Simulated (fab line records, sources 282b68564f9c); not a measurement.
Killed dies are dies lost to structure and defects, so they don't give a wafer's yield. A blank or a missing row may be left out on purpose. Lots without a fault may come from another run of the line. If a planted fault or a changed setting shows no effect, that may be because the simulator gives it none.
What tool caused it? / flow rit-cmos / 7 lots, 21 wafers sampled, at 2 steps of a route of 202

## WHAT EACH GAUGE READ, for each wafer
RIT_NSD_TW_MEAS_10.
lot=L682; measured=day 3 16:28; on=film-metro-02; NSD_TW=3141 3130 3127
lot=L684; measured=day 4 06:41; on=film-metro-02; NSD_TW=3119 3122 3142
lot=L686; measured=day 4 16:08; on=film-metro-03; NSD_TW=3149 3140 3130
lot=L690; measured=day 5 13:34; on=film-metro-02; NSD_TW=3144 3147 3149
lot=L692; measured=day 5 19:46; on=film-metro-04; NSD_TW=3113 3117 3117
lot=L698; measured=day 7 05:22; on=film-metro-02; NSD_TW=3256 3261 3258
lot=L702; measured=day 7 23:47; on=film-metro-02; NSD_TW=3276 3263 3238

## TOOL THAT RAN EACH LOT (tool first, then ch and the chambers of the sampled wafers, then the start)
lot=L682; RIT_NSD_IMPLANT_08=implanter-02 ch 0, day 3 16:10
lot=L684; RIT_NSD_IMPLANT_08=implanter-02 ch 0, day 4 06:23
lot=L686; RIT_NSD_IMPLANT_08=implanter-04 ch 0, day 4 15:49
lot=L690; RIT_NSD_IMPLANT_08=implanter-02 ch 0, day 5 13:06
lot=L692; RIT_NSD_IMPLANT_08=implanter-04 ch 0, day 5 19:26
lot=L698; RIT_NSD_IMPLANT_08=implanter-02 ch 0, day 7 05:04
lot=L702; RIT_NSD_IMPLANT_08=implanter-02 ch 0, day 7 23:27
- RIT_NSD_IMPLANT_08

## THE ANSWER, worked out from the rows above alone
Rule: the lots themselves supply what counts as usual. The widest of any qualifying gaps counts: lots, ordered by their means at a reading, are off when they make up no more than a third of the lots, leave a main group of 4 or more, and stand apart from it by 3 or more times the standard deviation of that group's means. If all means in a main group match to the digits the tables above print for the reading, that group is not used. A lot without any number at a reading at which 4 lots or more have one is off too. Where the step has rows for the other lots, those lots are counted as sound.
Off: L698, L702, seen at RIT_NSD_TW_MEAS_10 (NSD_TW). The main group: mean 3132, standard deviation 11.
A tool fits if, at a process step before that reading, it ran every lot that is off, and no sound lot after the first of them. Those tools and the gauges at RIT_NSD_TW_MEAS_10 are tried in the same way. Can't be told from this: 2 tools fit, implanter-02 at RIT_NSD_IMPLANT_08, film-metro-02 at RIT_NSD_TW_MEAS_10.

## WHAT THE SIMULATOR HAD INSERTED
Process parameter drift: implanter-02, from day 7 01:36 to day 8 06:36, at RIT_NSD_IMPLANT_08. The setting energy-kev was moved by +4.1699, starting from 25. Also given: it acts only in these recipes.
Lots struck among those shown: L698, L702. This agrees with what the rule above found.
